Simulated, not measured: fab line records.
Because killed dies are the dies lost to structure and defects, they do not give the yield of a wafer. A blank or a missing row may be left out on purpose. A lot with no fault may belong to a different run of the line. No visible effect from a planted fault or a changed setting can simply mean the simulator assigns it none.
fab line records :: flow ritCmos
[record]
  lots = 14
  wafers = 42
  lastDay = 7
route steps=202 shown SILICIDE@162 M1@202
lots that met no fault: taken from a fault-free run of the same line
startH: start of the lot's first displayed wafer, in hours after the record's first day :: waitH: hours from the lot's prior step to this one :: " unchanged from the row above :: L1.1+2: a single row standing in for several wafers :: - either no value or no given start :: * or withheld: withheld :: < > ~ a bound
route shown NAME@n: NAME is a module with steps in the file, n the number in the route of the first one :: usual: mean/standard deviation of fault-free wafers :: same: alike in all rows :: chamber/n: place in a boat :: sites: per-site readings :: _std_site: the standard deviation of these :: _edge_site: outer sites' mean less inner sites' :: radiusMm: for every site, how far away it sits from the centre of the wafer :: mask NAME#n: copy n :: behind: the most recent tool/chamber to have shaped the wafer :: hold: why the lot was held/for how many hours/how that ended :: device: the transistor (n, p or np) that didn't switch :: end of line: tests of these same wafers at the route's end :: a step without rows: its recipe alone :: killed: not the wafer's yield, but the dies lost to structure and defects at the first sort :: map: the dies of a wafer, with x for killed, . for not killed, _ for no die there
set.NAME: the setting as run; set.NAME@STEP: as run at that earlier step :: model.NAME: the simulator's own value behind a step, which no gauge read
one table for each step of the route and one row for each wafer, over a sample of lots
services: the hour from which a tool's chamber was out of use, counted from the record's first day as startH (under 0 if before that day), plus the number of hours and why
[[steps]]
[step RIT_SILICIDE_SPUTTER_01]
[recipe]
  material = Ti
  targetThkNm = 30
  powerW = 350
  chamberPressurePa = 0.667
  gas = Ar
  timeS = 240
  substrateTempC = 25
[usual]
  cathodeDcPowerW = 349.99/0.063
  throttleValvePct = 29.8/1.2
lot.wafer: L106.3
tool: pvdSputter-02
chamber: -
startH: 70.51
waitH: 0.0
cathodeDcPowerW: 350.01
throttleValvePct: 31.0

lot.wafer: L106.5
tool: pvdSputter-02
chamber: -
startH: 70.51
waitH: 0.0
cathodeDcPowerW: 349.85
throttleValvePct: 32.1

lot.wafer: L106.6
tool: pvdSputter-02
chamber: -
startH: 70.51
waitH: 0.0
cathodeDcPowerW: 349.99
throttleValvePct: 29.1

lot.wafer: L108.2
tool: pvdSputter-04
chamber: -
startH: 82.34
waitH: 0.0
cathodeDcPowerW: 349.87
throttleValvePct: 30.1

lot.wafer: L108.3
tool: pvdSputter-04
chamber: -
startH: 82.34
waitH: 0.0
cathodeDcPowerW: 349.97
throttleValvePct: 30.9

lot.wafer: L108.4
tool: pvdSputter-04
chamber: -
startH: 82.34
waitH: 0.0
cathodeDcPowerW: 349.99
throttleValvePct: 32.5

lot.wafer: L111.1
tool: pvdSputter-04
chamber: -
startH: 87.25
waitH: 0.0
cathodeDcPowerW: 350.07
throttleValvePct: 30.7

lot.wafer: L111.2
tool: pvdSputter-04
chamber: -
startH: 87.25
waitH: 0.0
cathodeDcPowerW: 349.95
throttleValvePct: 30.3

lot.wafer: L111.6
tool: pvdSputter-04
chamber: -
startH: 87.25
waitH: 0.0
cathodeDcPowerW: 349.97
throttleValvePct: 32.6

lot.wafer: L114.1
tool: pvdSputter-04
chamber: -
startH: 99.03
waitH: 0.0
cathodeDcPowerW: 350.05
throttleValvePct: 28.6

lot.wafer: L114.5
tool: pvdSputter-04
chamber: -
startH: 99.03
waitH: 0.0
cathodeDcPowerW: 349.99
throttleValvePct: 30.0

lot.wafer: L114.6
tool: pvdSputter-04
chamber: -
startH: 99.03
waitH: 0.0
cathodeDcPowerW: 349.92
throttleValvePct: 32.3

lot.wafer: L115.3
tool: pvdSputter-01
chamber: -
startH: 101.55
waitH: 0.0
cathodeDcPowerW: 350.02
throttleValvePct: 28.8

lot.wafer: L115.4
tool: pvdSputter-01
chamber: -
startH: 101.55
waitH: 0.0
cathodeDcPowerW: 350.10
throttleValvePct: 29.9

lot.wafer: L115.5
tool: pvdSputter-01
chamber: -
startH: 101.55
waitH: 0.0
cathodeDcPowerW: 350.03
throttleValvePct: 29.2

lot.wafer: L116.2
tool: pvdSputter-04
chamber: -
startH: 107.18
waitH: 0.0
cathodeDcPowerW: 349.95
throttleValvePct: 32.4

lot.wafer: L116.3
tool: pvdSputter-04
chamber: -
startH: 107.18
waitH: 0.0
cathodeDcPowerW: 349.95
throttleValvePct: 30.8

lot.wafer: L116.5
tool: pvdSputter-04
chamber: -
startH: 107.18
waitH: 0.0
cathodeDcPowerW: 350.04
throttleValvePct: 28.6

lot.wafer: L117.3
tool: pvdSputter-01
chamber: -
startH: 111.73
waitH: 0.0
cathodeDcPowerW: 350.07
throttleValvePct: 28.9

lot.wafer: L117.4
tool: pvdSputter-01
chamber: -
startH: 111.73
waitH: 0.0
cathodeDcPowerW: 349.96
throttleValvePct: 29.6

lot.wafer: L117.6
tool: pvdSputter-01
chamber: -
startH: 111.73
waitH: 0.0
cathodeDcPowerW: 350.02
throttleValvePct: 28.5

lot.wafer: L118.2
tool: pvdSputter-04
chamber: -
startH: 115.99
waitH: 0.0
cathodeDcPowerW: 349.90
throttleValvePct: 32.5

lot.wafer: L118.5
tool: pvdSputter-04
chamber: -
startH: 115.99
waitH: 0.0
cathodeDcPowerW: 349.94
throttleValvePct: 28.5

lot.wafer: L118.6
tool: pvdSputter-04
chamber: -
startH: 115.99
waitH: 0.0
cathodeDcPowerW: 350.02
throttleValvePct: 31.0

lot.wafer: L120.3
tool: pvdSputter-04
chamber: -
startH: 128.18
waitH: 0.0
cathodeDcPowerW: 349.93
throttleValvePct: 32.3

lot.wafer: L120.4
tool: pvdSputter-04
chamber: -
startH: 128.18
waitH: 0.0
cathodeDcPowerW: 350.01
throttleValvePct: 28.5

lot.wafer: L120.6
tool: pvdSputter-04
chamber: -
startH: 128.18
waitH: 0.0
cathodeDcPowerW: 350.03
throttleValvePct: 32.5

lot.wafer: L123.1
tool: pvdSputter-04
chamber: -
startH: 143.27
waitH: 0.0
cathodeDcPowerW: 350.05
throttleValvePct: 30.2

lot.wafer: L123.3
tool: pvdSputter-04
chamber: -
startH: 143.27
waitH: 0.0
cathodeDcPowerW: 350.07
throttleValvePct: 30.8

lot.wafer: L123.4
tool: pvdSputter-04
chamber: -
startH: 143.27
waitH: 0.0
cathodeDcPowerW: 327.33
throttleValvePct: 32.3

lot.wafer: L124.1
tool: pvdSputter-01
chamber: -
startH: 147.14
waitH: 0.0
cathodeDcPowerW: 350.07
throttleValvePct: 29.0

lot.wafer: L124.3
tool: pvdSputter-01
chamber: -
startH: 147.14
waitH: 0.0
cathodeDcPowerW: 350.03
throttleValvePct: 28.4

lot.wafer: L124.6
tool: pvdSputter-01
chamber: -
startH: 147.14
waitH: 0.0
cathodeDcPowerW: 350.12
throttleValvePct: 29.0

lot.wafer: L125.2
tool: pvdSputter-04
chamber: -
startH: 152.50
waitH: 0.0
cathodeDcPowerW: 349.93
throttleValvePct: 28.8

lot.wafer: L125.4
tool: pvdSputter-04
chamber: -
startH: 152.50
waitH: 0.0
cathodeDcPowerW: 349.95
throttleValvePct: 30.7

lot.wafer: L125.5
tool: pvdSputter-04
chamber: -
startH: 152.50
waitH: 0.0
cathodeDcPowerW: 327.44
throttleValvePct: 32.5

lot.wafer: L127.1
tool: pvdSputter-01
chamber: -
startH: 165.35
waitH: 0.0
cathodeDcPowerW: 350.13
throttleValvePct: 28.9

lot.wafer: L127.4
tool: pvdSputter-01
chamber: -
startH: 165.35
waitH: 0.0
cathodeDcPowerW: 349.87
throttleValvePct: 29.9

lot.wafer: L127.6
tool: pvdSputter-01
chamber: -
startH: 165.35
waitH: 0.0
cathodeDcPowerW: 349.96
throttleValvePct: 28.7

lot.wafer: L129.2
tool: pvdSputter-01
chamber: -
startH: 169.81
waitH: 0.0
cathodeDcPowerW: 350.05
throttleValvePct: 28.6

lot.wafer: L129.4
tool: pvdSputter-01
chamber: -
startH: 169.81
waitH: 0.0
cathodeDcPowerW: 350.04
throttleValvePct: 28.8

lot.wafer: L129.5
tool: pvdSputter-01
chamber: -
startH: 169.81
waitH: 0.0
cathodeDcPowerW: 349.87
throttleValvePct: 29.2
[step RIT_SILICIDE_RS_MEAS_02]
[recipe]
  thkMeasGauge = four-point-probe
  reads = Ti_of_SILICIDE_SPUTTER_01
[usual]
  SILICIDE_TI_RS = 47.9/0.62
lot.wafer: L106.3
tool: filmMetro-01
chamber: -
startH: 70.70
waitH: 0.1
hold: -
SILICIDE_TI_RS[ohm/sq]: 49.3

lot.wafer: L106.5
tool: filmMetro-01
chamber: -
startH: 70.70
waitH: 0.1
hold: -
SILICIDE_TI_RS[ohm/sq]: 48.5

lot.wafer: L106.6
tool: filmMetro-01
chamber: -
startH: 70.70
waitH: 0.1
hold: -
SILICIDE_TI_RS[ohm/sq]: 48.7

lot.wafer: L108.2
tool: filmMetro-01
chamber: -
startH: 82.51
waitH: 0.1
hold: -
SILICIDE_TI_RS[ohm/sq]: 47.3

lot.wafer: L108.3
tool: filmMetro-01
chamber: -
startH: 82.51
waitH: 0.1
hold: -
SILICIDE_TI_RS[ohm/sq]: 47.7

lot.wafer: L108.4
tool: filmMetro-01
chamber: -
startH: 82.51
waitH: 0.1
hold: -
SILICIDE_TI_RS[ohm/sq]: 47.7

lot.wafer: L111.1
tool: filmMetro-03
chamber: -
startH: 87.40
waitH: 0.1
hold: -
SILICIDE_TI_RS[ohm/sq]: 46.9

lot.wafer: L111.2
tool: filmMetro-03
chamber: -
startH: 87.40
waitH: 0.1
hold: -
SILICIDE_TI_RS[ohm/sq]: 47.4

lot.wafer: L111.6
tool: filmMetro-03
chamber: -
startH: 87.40
waitH: 0.1
hold: -
SILICIDE_TI_RS[ohm/sq]: 47.6

lot.wafer: L114.1
tool: filmMetro-01
chamber: -
startH: 99.18
waitH: 0.1
hold: -
SILICIDE_TI_RS[ohm/sq]: 48.7

lot.wafer: L114.5
tool: filmMetro-01
chamber: -
startH: 99.18
waitH: 0.1
hold: -
SILICIDE_TI_RS[ohm/sq]: 48.3

lot.wafer: L114.6
tool: filmMetro-01
chamber: -
startH: 99.18
waitH: 0.1
hold: -
SILICIDE_TI_RS[ohm/sq]: 49.2

lot.wafer: L115.3
tool: filmMetro-03
chamber: -
startH: 101.74
waitH: 0.1
hold: -
SILICIDE_TI_RS[ohm/sq]: 49.1

lot.wafer: L115.4
tool: filmMetro-03
chamber: -
startH: 101.74
waitH: 0.1
hold: -
SILICIDE_TI_RS[ohm/sq]: 49.8

lot.wafer: L115.5
tool: filmMetro-03
chamber: -
startH: 101.74
waitH: 0.1
hold: -
SILICIDE_TI_RS[ohm/sq]: 49.9

lot.wafer: L116.2
tool: filmMetro-02
chamber: -
startH: 107.35
waitH: 0.1
hold: -
SILICIDE_TI_RS[ohm/sq]: 47.6

lot.wafer: L116.3
tool: filmMetro-02
chamber: -
startH: 107.35
waitH: 0.1
hold: -
SILICIDE_TI_RS[ohm/sq]: 47.3

lot.wafer: L116.5
tool: filmMetro-02
chamber: -
startH: 107.35
waitH: 0.1
hold: -
SILICIDE_TI_RS[ohm/sq]: 47.4

lot.wafer: L117.3
tool: filmMetro-02
chamber: -
startH: 111.92
waitH: 0.1
hold: -
SILICIDE_TI_RS[ohm/sq]: 47.2

lot.wafer: L117.4
tool: filmMetro-02
chamber: -
startH: 111.92
waitH: 0.1
hold: -
SILICIDE_TI_RS[ohm/sq]: 47.5

lot.wafer: L117.6
tool: filmMetro-02
chamber: -
startH: 111.92
waitH: 0.1
hold: -
SILICIDE_TI_RS[ohm/sq]: 47.2

lot.wafer: L118.2
tool: filmMetro-03
chamber: -
startH: 116.18
waitH: 0.1
hold: -
SILICIDE_TI_RS[ohm/sq]: 47.9

lot.wafer: L118.5
tool: filmMetro-03
chamber: -
startH: 116.18
waitH: 0.1
hold: -
SILICIDE_TI_RS[ohm/sq]: 47.5

lot.wafer: L118.6
tool: filmMetro-03
chamber: -
startH: 116.18
waitH: 0.1
hold: -
SILICIDE_TI_RS[ohm/sq]: 47.3

lot.wafer: L120.3
tool: filmMetro-02
chamber: -
startH: 128.37
waitH: 0.1
hold: -
SILICIDE_TI_RS[ohm/sq]: 48.3

lot.wafer: L120.4
tool: filmMetro-02
chamber: -
startH: 128.37
waitH: 0.1
hold: -
SILICIDE_TI_RS[ohm/sq]: 47.6

lot.wafer: L120.6
tool: filmMetro-02
chamber: -
startH: 128.37
waitH: 0.1
hold: -
SILICIDE_TI_RS[ohm/sq]: 48.4

lot.wafer: L123.1
tool: filmMetro-01
chamber: -
startH: 143.42
waitH: 0.1
hold: awaitDispo/0.2h/release
SILICIDE_TI_RS[ohm/sq]: 47.3

lot.wafer: L123.3
tool: filmMetro-01
chamber: -
startH: 143.42
waitH: 0.1
hold: awaitDispo/0.2h/release
SILICIDE_TI_RS[ohm/sq]: 47.2

lot.wafer: L123.4
tool: filmMetro-01
chamber: -
startH: 143.42
waitH: 0.1
hold: awaitDispo/0.2h/release
SILICIDE_TI_RS[ohm/sq]: 51.6

lot.wafer: L123.1
tool: filmMetro-01
chamber: -
startH: 143.70
waitH: 0.3
hold: -
SILICIDE_TI_RS[ohm/sq]: 47.9

lot.wafer: L123.3
tool: filmMetro-01
chamber: -
startH: 143.70
waitH: 0.3
hold: -
SILICIDE_TI_RS[ohm/sq]: 47.6

lot.wafer: L123.4
tool: filmMetro-01
chamber: -
startH: 143.70
waitH: 0.3
hold: -
SILICIDE_TI_RS[ohm/sq]: 52.2

lot.wafer: L124.1
tool: filmMetro-01
chamber: -
startH: 147.29
waitH: 0.1
hold: -
SILICIDE_TI_RS[ohm/sq]: 48.8

lot.wafer: L124.3
tool: filmMetro-01
chamber: -
startH: 147.29
waitH: 0.1
hold: -
SILICIDE_TI_RS[ohm/sq]: 48.2

lot.wafer: L124.6
tool: filmMetro-01
chamber: -
startH: 147.29
waitH: 0.1
hold: -
SILICIDE_TI_RS[ohm/sq]: 48.0

lot.wafer: L125.2
tool: filmMetro-01
chamber: -
startH: 152.67
waitH: 0.1
hold: awaitDispo/0.2h/release
SILICIDE_TI_RS[ohm/sq]: 47.6

lot.wafer: L125.4
tool: filmMetro-01
chamber: -
startH: 152.67
waitH: 0.1
hold: awaitDispo/0.2h/release
SILICIDE_TI_RS[ohm/sq]: 47.2

lot.wafer: L125.5
tool: filmMetro-01
chamber: -
startH: 152.67
waitH: 0.1
hold: awaitDispo/0.2h/release
SILICIDE_TI_RS[ohm/sq]: 53.1

lot.wafer: L125.2
tool: filmMetro-01
chamber: -
startH: 152.95
waitH: 0.3
hold: -
SILICIDE_TI_RS[ohm/sq]: 48.1

lot.wafer: L125.4
tool: filmMetro-01
chamber: -
startH: 152.95
waitH: 0.3
hold: -
SILICIDE_TI_RS[ohm/sq]: 47.6

lot.wafer: L125.5
tool: filmMetro-01
chamber: -
startH: 152.95
waitH: 0.3
hold: -
SILICIDE_TI_RS[ohm/sq]: 53.4

lot.wafer: L127.1
tool: filmMetro-01
chamber: -
startH: 165.50
waitH: 0.1
hold: -
SILICIDE_TI_RS[ohm/sq]: 49.4

lot.wafer: L127.4
tool: filmMetro-01
chamber: -
startH: 165.50
waitH: 0.1
hold: -
SILICIDE_TI_RS[ohm/sq]: 48.2

lot.wafer: L127.6
tool: filmMetro-01
chamber: -
startH: 165.50
waitH: 0.1
hold: -
SILICIDE_TI_RS[ohm/sq]: 48.3

lot.wafer: L129.2
tool: filmMetro-02
chamber: -
startH: 169.98
waitH: 0.1
hold: -
SILICIDE_TI_RS[ohm/sq]: 48.2

lot.wafer: L129.4
tool: filmMetro-02
chamber: -
startH: 169.98
waitH: 0.1
hold: -
SILICIDE_TI_RS[ohm/sq]: 48.4

lot.wafer: L129.5
tool: filmMetro-02
chamber: -
startH: 169.98
waitH: 0.1
hold: -
SILICIDE_TI_RS[ohm/sq]: 48.2
[step RIT_SILICIDE_THK_MEAS_03]
[recipe]
  thkMeasGauge = xrf
  reads = Ti_of_SILICIDE_SPUTTER_01
[usual]
  SILICIDE_TI_THK = 30.0/0.34
lot.wafer: L106.3
tool: filmMetro-01
chamber: -
startH: 70.80
waitH: 0.1
hold: -
SILICIDE_TI_THK[nm]: 29.4

lot.wafer: L106.5
tool: filmMetro-01
chamber: -
startH: 70.80
waitH: 0.1
hold: -
SILICIDE_TI_THK[nm]: 29.7

lot.wafer: L106.6
tool: filmMetro-01
chamber: -
startH: 70.80
waitH: 0.1
hold: -
SILICIDE_TI_THK[nm]: 29.6

lot.wafer: L108.2
tool: filmMetro-01
chamber: -
startH: 82.62
waitH: 0.1
hold: -
SILICIDE_TI_THK[nm]: 30.2

lot.wafer: L108.3
tool: filmMetro-01
chamber: -
startH: 82.62
waitH: 0.1
hold: -
SILICIDE_TI_THK[nm]: 30.4

lot.wafer: L108.4
tool: filmMetro-01
chamber: -
startH: 82.62
waitH: 0.1
hold: -
SILICIDE_TI_THK[nm]: 30.2

lot.wafer: L111.1
tool: filmMetro-03
chamber: -
startH: 87.52
waitH: 0.1
hold: -
SILICIDE_TI_THK[nm]: 30.6

lot.wafer: L111.2
tool: filmMetro-03
chamber: -
startH: 87.52
waitH: 0.1
hold: -
SILICIDE_TI_THK[nm]: 30.5

lot.wafer: L111.6
tool: filmMetro-03
chamber: -
startH: 87.52
waitH: 0.1
hold: -
SILICIDE_TI_THK[nm]: 30.3

lot.wafer: L114.1
tool: filmMetro-01
chamber: -
startH: 99.30
waitH: 0.1
hold: -
SILICIDE_TI_THK[nm]: 29.6

lot.wafer: L114.5
tool: filmMetro-01
chamber: -
startH: 99.30
waitH: 0.1
hold: -
SILICIDE_TI_THK[nm]: 29.7

lot.wafer: L114.6
tool: filmMetro-01
chamber: -
startH: 99.30
waitH: 0.1
hold: -
SILICIDE_TI_THK[nm]: 29.3

lot.wafer: L115.3
tool: filmMetro-03
chamber: -
startH: 101.84
waitH: 0.1
hold: -
SILICIDE_TI_THK[nm]: 29.3

lot.wafer: L115.4
tool: filmMetro-03
chamber: -
startH: 101.84
waitH: 0.1
hold: -
SILICIDE_TI_THK[nm]: 29.2

lot.wafer: L115.5
tool: filmMetro-03
chamber: -
startH: 101.84
waitH: 0.1
hold: -
SILICIDE_TI_THK[nm]: 29.1

lot.wafer: L116.2
tool: filmMetro-02
chamber: -
startH: 107.46
waitH: 0.1
hold: -
SILICIDE_TI_THK[nm]: 30.1

lot.wafer: L116.3
tool: filmMetro-02
chamber: -
startH: 107.46
waitH: 0.1
hold: -
SILICIDE_TI_THK[nm]: 30.1

lot.wafer: L116.5
tool: filmMetro-02
chamber: -
startH: 107.46
waitH: 0.1
hold: -
SILICIDE_TI_THK[nm]: 30.0

lot.wafer: L117.3
tool: filmMetro-02
chamber: -
startH: 112.02
waitH: 0.1
hold: -
SILICIDE_TI_THK[nm]: 30.3

lot.wafer: L117.4
tool: filmMetro-02
chamber: -
startH: 112.02
waitH: 0.1
hold: -
SILICIDE_TI_THK[nm]: 30.1

lot.wafer: L117.6
tool: filmMetro-02
chamber: -
startH: 112.02
waitH: 0.1
hold: -
SILICIDE_TI_THK[nm]: 30.3

lot.wafer: L118.2
tool: filmMetro-03
chamber: -
startH: 116.29
waitH: 0.1
hold: -
SILICIDE_TI_THK[nm]: 29.8

lot.wafer: L118.5
tool: filmMetro-03
chamber: -
startH: 116.29
waitH: 0.1
hold: -
SILICIDE_TI_THK[nm]: 30.1

lot.wafer: L118.6
tool: filmMetro-03
chamber: -
startH: 116.29
waitH: 0.1
hold: -
SILICIDE_TI_THK[nm]: 30.3

lot.wafer: L120.3
tool: filmMetro-02
chamber: -
startH: 128.47
waitH: 0.1
hold: -
SILICIDE_TI_THK[nm]: 29.7

lot.wafer: L120.4
tool: filmMetro-02
chamber: -
startH: 128.47
waitH: 0.1
hold: -
SILICIDE_TI_THK[nm]: 30.1

lot.wafer: L120.6
tool: filmMetro-02
chamber: -
startH: 128.47
waitH: 0.1
hold: -
SILICIDE_TI_THK[nm]: 29.6

lot.wafer: L123.1
tool: filmMetro-01
chamber: -
startH: 146.41
waitH: 2.7
hold: awaitDispo/0.2h/release
SILICIDE_TI_THK[nm]: 30.3

lot.wafer: L123.3
tool: filmMetro-01
chamber: -
startH: 146.41
waitH: 2.7
hold: awaitDispo/0.2h/release
SILICIDE_TI_THK[nm]: 30.4

lot.wafer: L123.4
tool: filmMetro-01
chamber: -
startH: 146.41
waitH: 2.7
hold: awaitDispo/0.2h/release
SILICIDE_TI_THK[nm]: 28.3

lot.wafer: L123.1
tool: filmMetro-01
chamber: -
startH: 146.64
waitH: 0.2
hold: -
SILICIDE_TI_THK[nm]: 30.3

lot.wafer: L123.3
tool: filmMetro-01
chamber: -
startH: 146.64
waitH: 0.2
hold: -
SILICIDE_TI_THK[nm]: 30.4

lot.wafer: L123.4
tool: filmMetro-01
chamber: -
startH: 146.64
waitH: 0.2
hold: -
SILICIDE_TI_THK[nm]: 28.3

lot.wafer: L124.1
tool: filmMetro-01
chamber: -
startH: 147.41
waitH: 0.1
hold: -
SILICIDE_TI_THK[nm]: 29.7

lot.wafer: L124.3
tool: filmMetro-01
chamber: -
startH: 147.41
waitH: 0.1
hold: -
SILICIDE_TI_THK[nm]: 29.9

lot.wafer: L124.6
tool: filmMetro-01
chamber: -
startH: 147.41
waitH: 0.1
hold: -
SILICIDE_TI_THK[nm]: 29.9

lot.wafer: L125.2
tool: filmMetro-01
chamber: -
startH: 154.86
waitH: 1.9
hold: awaitDispo/0.2h/release
SILICIDE_TI_THK[nm]: 30.2

lot.wafer: L125.4
tool: filmMetro-01
chamber: -
startH: 154.86
waitH: 1.9
hold: awaitDispo/0.2h/release
SILICIDE_TI_THK[nm]: 30.4

lot.wafer: L125.5
tool: filmMetro-01
chamber: -
startH: 154.86
waitH: 1.9
hold: awaitDispo/0.2h/release
SILICIDE_TI_THK[nm]: 27.7

lot.wafer: L125.2
tool: filmMetro-01
chamber: -
startH: 155.08
waitH: 0.2
hold: -
SILICIDE_TI_THK[nm]: 30.2

lot.wafer: L125.4
tool: filmMetro-01
chamber: -
startH: 155.08
waitH: 0.2
hold: -
SILICIDE_TI_THK[nm]: 30.4

lot.wafer: L125.5
tool: filmMetro-01
chamber: -
startH: 155.08
waitH: 0.2
hold: -
SILICIDE_TI_THK[nm]: 27.7

lot.wafer: L127.1
tool: filmMetro-01
chamber: -
startH: 165.62
waitH: 0.1
hold: -
SILICIDE_TI_THK[nm]: 29.3

lot.wafer: L127.4
tool: filmMetro-01
chamber: -
startH: 165.62
waitH: 0.1
hold: -
SILICIDE_TI_THK[nm]: 29.9

lot.wafer: L127.6
tool: filmMetro-01
chamber: -
startH: 165.62
waitH: 0.1
hold: -
SILICIDE_TI_THK[nm]: 29.9

lot.wafer: L129.2
tool: filmMetro-02
chamber: -
startH: 170.09
waitH: 0.1
hold: -
SILICIDE_TI_THK[nm]: 29.8

lot.wafer: L129.4
tool: filmMetro-02
chamber: -
startH: 170.09
waitH: 0.1
hold: -
SILICIDE_TI_THK[nm]: 29.6

lot.wafer: L129.5
tool: filmMetro-02
chamber: -
startH: 170.09
waitH: 0.1
hold: -
SILICIDE_TI_THK[nm]: 29.7
[step RIT_M1_PROBE_99]
[usual]
  killed_at_M0_to_M3 = 0.0/0.14
  killedAtContacts = 0.0/0.2
  killedAtFrontEnd = 7.3/2.8
  killedDies = 7.3/2.8
  killedOpen = 3.8/1.9
  killedShort = 3.5/1.8
[same]
  grossDies = 264
  killed_at_M4_up = 0
  killedAtBackSide = 0
  killedAtOther = 0
lot.wafer: L123.1
tool: prober-02
chamber: -
startH: 156.59
waitH: 0.1
killed_at_M0_to_M3: 0
killedAtContacts: 0
killedAtFrontEnd: 10
killedDies: 10
killedOpen: 8
killedShort: 2

lot.wafer: L123.3
tool: prober-02
chamber: -
startH: 156.69
waitH: 0.2
killed_at_M0_to_M3: 0
killedAtContacts: 0
killedAtFrontEnd: 17
killedDies: 17
killedOpen: 9
killedShort: 8

lot.wafer: L123.4
tool: prober-02
chamber: -
startH: 156.74
waitH: 0.2
killed_at_M0_to_M3: 0
killedAtContacts: 0
killedAtFrontEnd: 9
killedDies: 9
killedOpen: 7
killedShort: 2

lot.wafer: L125.2
tool: prober-02
chamber: -
startH: 165.38
waitH: 0.1
killed_at_M0_to_M3: 0
killedAtContacts: 0
killedAtFrontEnd: 8
killedDies: 8
killedOpen: 4
killedShort: 4

lot.wafer: L125.4
tool: prober-02
chamber: -
startH: 165.48
waitH: 0.2
killed_at_M0_to_M3: 0
killedAtContacts: 0
killedAtFrontEnd: 11
killedDies: 11
killedOpen: 4
killedShort: 7

lot.wafer: L125.5
tool: prober-02
chamber: -
startH: 165.53
waitH: 0.2
killed_at_M0_to_M3: 0
killedAtContacts: 0
killedAtFrontEnd: 6
killedDies: 6
killedOpen: 4
killedShort: 2
// killed by level:class
L123.1 REOX:geometricParticle:open=5 GATE:geometricParticle:open=2 FOX1:geometricParticle:open=1 REOX:geometricParticle:short=1 SPACER:geometricParticle:short=1
L123.3 REOX:geometricParticle:short=5 REOX:geometricParticle:open=3 SPACER:geometricParticle:open=3 GATE:geometricParticle:open=2 FOX1:geometricParticle:open=1 FOX1:geometricParticle:short=1 GATE:geometricParticle:short=1 SILICIDE:geometricParticle:short=1
L123.4 REOX:geometricParticle:open=3 REOX:geometricParticle:short=2 FOX1:geometricParticle:open=1 GATE:geometricParticle:open=1 SPACER:geometricParticle:open=1 SILICIDE:geometricParticle:open=1
L125.2 FOX1:geometricParticle:open=2 REOX:geometricParticle:short=2 GATE:geometricParticle:short=1 GATE:geometricParticle:open=1 SILICIDE:geometricParticle:open=1 SILICIDE:geometricParticle:short=1
L125.4 SILICIDE:geometricParticle:open=3 FOX1:geometricParticle:short=2 GATE:geometricParticle:short=2 SILICIDE:geometricParticle:short=2 FOX1:geometricParticle:open=1 REOX:geometricParticle:short=1
L125.5 FOX2:geometricParticle:open=2 FOX1:geometricParticle:open=1 FOX2:geometricParticle:short=1 GATE:geometricParticle:open=1 REOX:geometricParticle:short=1
[[services]]
tool: pvdSputter-02
chamber: -
startH: 57.16
hours: 4.4
kind: repair

tool: pvdSputter-01
chamber: -
startH: 113.68
hours: 4.7
kind: repair

tool: pvdSputter-04
chamber: -
startH: 124.10
hours: 1.1
kind: repair

tool: pvdSputter-04
chamber: -
startH: 133.30
hours: 4.7
kind: repair

tool: pvdSputter-02
chamber: -
startH: 161.53
hours: 3.2
kind: repair
[[key]]
[firstSign]
  step = RIT_SILICIDE_SPUTTER_01
  reading = cathodeDcPowerW
  direction = down
  sigmas = 99+
  usual = 349.99
  struck = 327.38
[effect]
  step = RIT_SILICIDE_RS_MEAS_02
  reading = visit
  direction = added
[effect]
  step = RIT_SILICIDE_RS_MEAS_02
  reading = SILICIDE_TI_RS
  direction = up
  sigmas = 7.1
  usual = 47.9
  struck = 52.3
[effect]
  step = RIT_SILICIDE_THK_MEAS_03
  reading = visit
  direction = added
[effect]
  step = RIT_SILICIDE_THK_MEAS_03
  reading = SILICIDE_TI_THK
  direction = down
  sigmas = 6
  usual = 30.0
  struck = 28.0
metAt RIT_SILICIDE_SPUTTER_01
struckLots L123,L125
struckWafers L123.4,L125.5
testerLeftOut L123,L125
onsetBetween 128.18 143.27
[fault]
  kind = processParameterDrift
  tool = pvdSputter-04
  chamber = -
  onsetH = 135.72
  steps = RIT_SILICIDE_SPUTTER_01
  channel = powerW
  offset = -22.596
  shape = step
  endH = 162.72
  actsIn = theseRecipesOnly
  stated = 350
  scope = struckWafersOnly
// testerLeftOut: of these lots the tester's yield and bins aren't shown, on N5 and GAA mostly nor the transistor test; their killed dies are dies lost to structure and defects alone, not to doping, threshold or leakage, so they don't give the yield
